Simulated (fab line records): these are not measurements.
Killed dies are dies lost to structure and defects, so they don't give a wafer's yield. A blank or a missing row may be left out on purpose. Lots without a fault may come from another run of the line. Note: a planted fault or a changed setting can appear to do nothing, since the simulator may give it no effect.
fab line records ; flow ritCmos ; part 2 of 2: steps 35 to 44 of 44
[record] lots = 5; wafers = 15; lastDay = 7
route steps=202 shown PLDD@121 SPACER@125 NSD@131 PSD@142 SDANNEAL@153 NLDD@160 SILICIDE@161
lots untouched by any fault: they come from a run of this same line in which no faults occurred
startH: hours from the record's first day to the start of the lot's first wafer shown ; waitH: hours since the lot's step before ; " repeats the value in the row above ; L1.1+2: several wafers, shown together as one row ; - no value present, or no start provided ; * or withheld: withheld ; < > ~ a bound
route shown NAME@n: names a module that has steps shown in the file, with the first one's number in the route ; usual: mean/standard deviation of fault-free wafers ; same: alike in all rows ; chamber/n: place in a boat ; sites: each site's reading ; _std_site: standard deviation across them ; _edge_site: mean of outer sites minus mean of inner sites ; radiusMm: how far each site lies from the wafer's centre ; mask NAME#n: copy n ; behind: the tool/chamber that last shaped the wafer ; hold: the reason the lot was held/the length of the hold in hours/how it ended ; device: the n, p or np transistor that did not switch ; end of line: tests of these same wafers at the route's end ; a step with no rows: only its recipe ; killed: dies that structure and defects cost at the first sort, which is not the same as the wafer's yield ; map: shows each die of a wafer: x if killed, . if not, _ if none is there
set.NAME: setting as actually run; set.NAME@STEP: the setting as run at that earlier step ; model.NAME: the simulator's own value behind a step, which no gauge read
lots seen at some steps along the route; tables by step, rows by wafer
services: when a tool's chamber went out of use (startH, in hours from the record's first day, below 0 if earlier), for how many hours, and the reason
[[steps]]
[step RIT_SDANNEAL_CLEAN_02]
[recipe] chemistry = SC2; mix = 3:3:50; timeS = 600; tempC = 75; dry = n2Spin
lot.wafer;tool;chamber;startH;waitH
L078.1+4+5;wetBench-02;3;77.84;0.0
L081.1+4+6;wetBench-01;2;92.88;0.0
L085.1+4+5;wetBench-01;3;111.75;0.0
L089.2+5+6;wetBench-02;3;128.01;0.0
L093.3+5+6;wetBench-03;2;149.97;0.0
[step RIT_SDANNEAL_RTA_03]
[recipe] tempC = 1050; timeS = 5; idleTempC = 600; rampUpCPerS = 342; rampDownCPerS = 171; coolToC = 600; ambient = N2
[usual] rampDownCPerS = 171.00/0.033; wafer_temp_C_max = 1053.6/1.1
lot.wafer;tool;chamber;startH;waitH;rampDownCPerS;wafer_temp_C_max
L078.1;rtpAnneal-01;0;78.02;0.0;171.03;1054.1
L078.4;rtpAnneal-01;0;78.02;0.0;170.97;1053.5
L078.5;rtpAnneal-01;0;78.02;0.0;171.01;1053.1
L081.1;rtpAnneal-02;0;93.09;0.0;171.01;1053.7
L081.4;rtpAnneal-02;0;93.09;0.0;171.06;1053.4
L081.6;rtpAnneal-02;0;93.09;0.0;171.00;1052.2
L085.1;rtpAnneal-02;0;111.92;0.0;171.04;1055.3
L085.4;rtpAnneal-02;0;111.92;0.0;170.99;1055.1
L085.5;rtpAnneal-02;0;111.92;0.0;171.00;1053.1
L089.2;rtpAnneal-02;0;128.20;0.0;170.98;1054.2
L089.5;rtpAnneal-02;0;128.20;0.0;171.02;1055.2
L089.6;rtpAnneal-02;0;128.20;0.0;170.99;1052.1
L093.3;rtpAnneal-02;0;150.16;0.0;170.98;1053.4
L093.5;rtpAnneal-02;0;150.16;0.0;170.92;1052.8
L093.6;rtpAnneal-02;0;150.16;0.0;171.02;1052.4
[step RIT_SDANNEAL_RS_MEAS_04]
[recipe] thkMeasGauge = four-point-probe
[usual] PSD_RS = 116.14/0.29
lot.wafer;tool;chamber;startH;waitH;PSD_RS[ohm/sq]
L078.1;filmMetro-02;-;78.07;0.0;116.09
L078.4;filmMetro-02;-;78.07;0.0;116.25
L078.5;filmMetro-02;-;78.07;0.0;116.29
L081.1;filmMetro-03;-;93.15;0.0;116.30
L081.4;filmMetro-03;-;93.15;0.0;116.51
L081.6;filmMetro-03;-;93.15;0.0;116.22
L085.1;filmMetro-03;-;111.98;0.0;116.08
L085.4;filmMetro-03;-;111.98;0.0;116.06
L085.5;filmMetro-03;-;111.98;0.0;115.71
L089.2;filmMetro-03;-;128.27;0.1;116.16
L089.5;filmMetro-03;-;128.27;0.1;116.29
L089.6;filmMetro-03;-;128.27;0.1;116.25
L093.3;filmMetro-03;-;150.24;0.1;115.99
L093.5;filmMetro-03;-;150.24;0.1;115.77
L093.6;filmMetro-03;-;150.24;0.1;115.50
[step RIT_SDANNEAL_RS_MEAS_05]
[recipe] thkMeasGauge = four-point-probe
[usual] NSD_RS = 84.66/0.29
lot.wafer;tool;chamber;startH;waitH;NSD_RS[ohm/sq]
L078.1;filmMetro-02;-;78.19;0.1;84.80
L078.4;filmMetro-02;-;78.19;0.1;84.67
L078.5;filmMetro-02;-;78.19;0.1;84.57
L081.1;filmMetro-03;-;93.27;0.1;84.38
L081.4;filmMetro-03;-;93.27;0.1;84.53
L081.6;filmMetro-03;-;93.27;0.1;84.58
L085.1;filmMetro-03;-;112.10;0.1;84.51
L085.4;filmMetro-03;-;112.10;0.1;84.89
L085.5;filmMetro-03;-;112.10;0.1;84.61
L089.2;filmMetro-03;-;128.39;0.1;84.50
L089.5;filmMetro-03;-;128.39;0.1;84.43
L089.6;filmMetro-03;-;128.39;0.1;84.61
L093.3;filmMetro-03;-;150.36;0.1;85.08
L093.5;filmMetro-03;-;150.36;0.1;85.20
L093.6;filmMetro-03;-;150.36;0.1;85.13
[step RIT_SDANNEAL_RS_MEAS_06]
[recipe] thkMeasGauge = four-point-probe
[usual] PLDD_RS = 179.0/0.46
lot.wafer;tool;chamber;startH;waitH;PLDD_RS[ohm/sq]
L078.1;filmMetro-02;-;78.31;0.1;178.4
L078.4;filmMetro-02;-;78.31;0.1;178.8
L078.5;filmMetro-02;-;78.31;0.1;178.4
L081.1;filmMetro-03;-;93.39;0.1;179.5
L081.4;filmMetro-03;-;93.39;0.1;179.8
L081.6;filmMetro-03;-;93.39;0.1;179.3
L085.1;filmMetro-03;-;112.22;0.1;178.8
L085.4;filmMetro-03;-;112.22;0.1;178.0
L085.5;filmMetro-03;-;112.22;0.1;177.8
L089.2;filmMetro-03;-;128.51;0.1;178.3
L089.5;filmMetro-03;-;128.51;0.1;179.4
L089.6;filmMetro-03;-;128.51;0.1;179.0
L093.3;filmMetro-03;-;150.48;0.1;178.6
L093.5;filmMetro-03;-;150.48;0.1;178.5
L093.6;filmMetro-03;-;150.48;0.1;178.5
[step RIT_SDANNEAL_RS_MEAS_07]
[recipe] thkMeasGauge = four-point-probe
[usual] NLDD_RS = 151.9/0.53
lot.wafer;tool;chamber;startH;waitH;NLDD_RS[ohm/sq]
L078.1;filmMetro-02;-;78.43;0.1;152.1
L078.4;filmMetro-02;-;78.43;0.1;151.9
L078.5;filmMetro-02;-;78.43;0.1;151.6
L081.1;filmMetro-03;-;93.51;0.1;152.1
L081.4;filmMetro-03;-;93.51;0.1;151.9
L081.6;filmMetro-03;-;93.51;0.1;152.2
L085.1;filmMetro-03;-;112.34;0.1;152.2
L085.4;filmMetro-03;-;112.34;0.1;152.3
L085.5;filmMetro-03;-;112.34;0.1;152.5
L089.2;filmMetro-03;-;128.63;0.1;151.6
L089.5;filmMetro-03;-;128.63;0.1;151.4
L089.6;filmMetro-03;-;128.63;0.1;151.9
L093.3;filmMetro-03;-;150.60;0.1;151.2
L093.5;filmMetro-03;-;150.60;0.1;150.6
L093.6;filmMetro-03;-;150.60;0.1;151.3
[step RIT_SILICIDE_WET_ETCH_00]
[recipe] chemistry = BOE; target = SiO2; targetDepthNm = 14; timeS = 15; dry = n2Spin; dilution = 10:1; tempC = 21.5
lot.wafer;tool;chamber;startH;waitH
L078.1+4+5;wetBench-04;1;78.55;0.1
L081.1+4+6;wetBench-03;1;93.63;0.1
L085.1+4+5;wetBench-04;3;112.46;0.1
L089.2+5+6;wetBench-03;2;128.73;0.1
L093.3+5+6;wetBench-03;2;150.68;0.1
[step RIT_SILICIDE_SPUTTER_01]
[recipe] material = Ti; targetThkNm = 30; powerW = 350; chamberPressurePa = 0.667; gas = Ar; timeS = 240; substrateTempC = 25
[usual] throttleValvePct = 30.3/0.93
lot.wafer;tool;chamber;startH;waitH;throttleValvePct
L078.1;pvdSputter-04;-;78.57;0.0;29.5
L078.4;pvdSputter-04;-;78.57;0.0;30.3
L078.5;pvdSputter-04;-;78.57;0.0;30.2
L081.1;pvdSputter-03;-;93.65;0.0;29.2
L081.4;pvdSputter-03;-;93.65;0.0;31.3
L081.6;pvdSputter-03;-;93.65;0.0;29.1
L085.1;pvdSputter-04;-;112.48;0.0;30.3
L085.4;pvdSputter-04;-;112.48;0.0;29.9
L085.5;pvdSputter-04;-;112.48;0.0;30.7
L089.2;pvdSputter-04;-;128.75;0.0;31.2
L089.5;pvdSputter-04;-;128.75;0.0;31.0
L089.6;pvdSputter-04;-;128.75;0.0;29.8
L093.3;pvdSputter-03;-;150.69;0.0;28.8
L093.5;pvdSputter-03;-;150.69;0.0;30.7
L093.6;pvdSputter-03;-;150.69;0.0;29.5
[step RIT_SILICIDE_RS_MEAS_02]
[recipe] thkMeasGauge = four-point-probe; reads = Ti_of_SILICIDE_SPUTTER_01
[usual] SILICIDE_TI_RS = 48.2/0.67
lot.wafer;tool;chamber;startH;waitH;SILICIDE_TI_RS[ohm/sq]
L078.1;filmMetro-01;-;78.72;0.1;48.1
L078.4;filmMetro-01;-;78.72;0.1;48.5
L078.5;filmMetro-01;-;78.72;0.1;48.2
L081.1;filmMetro-04;-;93.80;0.1;49.4
L081.4;filmMetro-04;-;93.80;0.1;48.3
L081.6;filmMetro-04;-;93.80;0.1;49.1
L085.1;filmMetro-01;-;112.63;0.1;48.2
L085.4;filmMetro-01;-;112.63;0.1;47.9
L085.5;filmMetro-01;-;112.63;0.1;48.1
L089.2;filmMetro-04;-;128.92;0.1;47.6
L089.5;filmMetro-04;-;128.92;0.1;47.6
L089.6;filmMetro-04;-;128.92;0.1;47.3
L093.3;filmMetro-01;-;150.88;0.1;49.0
L093.5;filmMetro-01;-;150.88;0.1;48.1
L093.6;filmMetro-01;-;150.88;0.1;48.7
[step RIT_SILICIDE_THK_MEAS_03]
[recipe] thkMeasGauge = xrf; reads = Ti_of_SILICIDE_SPUTTER_01
[usual] SILICIDE_TI_THK = 30.0/0.37
lot.wafer;tool;chamber;startH;waitH;SILICIDE_TI_THK[nm]
L078.1;filmMetro-01;-;78.84;0.1;30.0
L078.4;filmMetro-01;-;78.84;0.1;29.8
L078.5;filmMetro-01;-;78.84;0.1;29.9
L081.1;filmMetro-04;-;93.92;0.1;29.4
L081.4;filmMetro-04;-;93.92;0.1;30.0
L081.6;filmMetro-04;-;93.92;0.1;29.4
L085.1;filmMetro-01;-;112.75;0.1;29.9
L085.4;filmMetro-01;-;112.75;0.1;30.1
L085.5;filmMetro-01;-;112.75;0.1;30.0
L089.2;filmMetro-04;-;129.03;0.1;30.4
L089.5;filmMetro-04;-;129.03;0.1;30.4
L089.6;filmMetro-04;-;129.03;0.1;30.5
L093.3;filmMetro-01;-;150.98;0.1;29.7
L093.5;filmMetro-01;-;150.98;0.1;30.0
L093.6;filmMetro-01;-;150.98;0.1;29.7
[[services]]
tool;chamber;startH;hours;kind
wetBench-04;-;53.49;1.7;repair
ilineStepper-01;-;54.58;11.4;repair
rieDiel-01;2;54.92;3.1;repair
pvdSputter-04;-;58.31;7.3;repair
implanter-02;-;59.25;0.6;repair
implanter-02;-;65.39;2.6;repair
implanter-02;-;69.90;3.0;pm
ilineStepper-02;-;77.11;1.7;pm
plasmaAsher-04;-;84.26;1.3;repair
implanter-02;-;87.89;6.9;repair
plasmaAsher-04;-;103.48;2.8;pm
ilineStepper-02;-;106.80;2.1;pm
pvdSputter-04;-;106.93;5.1;repair
wetBench-04;-;108.73;0.5;repair
plasmaAsher-01;-;108.75;9.0;pm
implanter-04;-;111.99;1.2;repair
implanter-02;-;116.86;3.8;pm
lpcvd-02;-;118.38;2.8;pm
implanter-03;-;118.92;0.6;repair
ilineStepper-01;-;125.10;6.2;repair
implanter-04;-;134.68;5.6;repair
pvdSputter-04;-;143.46;11.7;repair
wetBench-04;-;147.53;5.1;repair
ilineStepper-01;-;150.53;9.9;repair
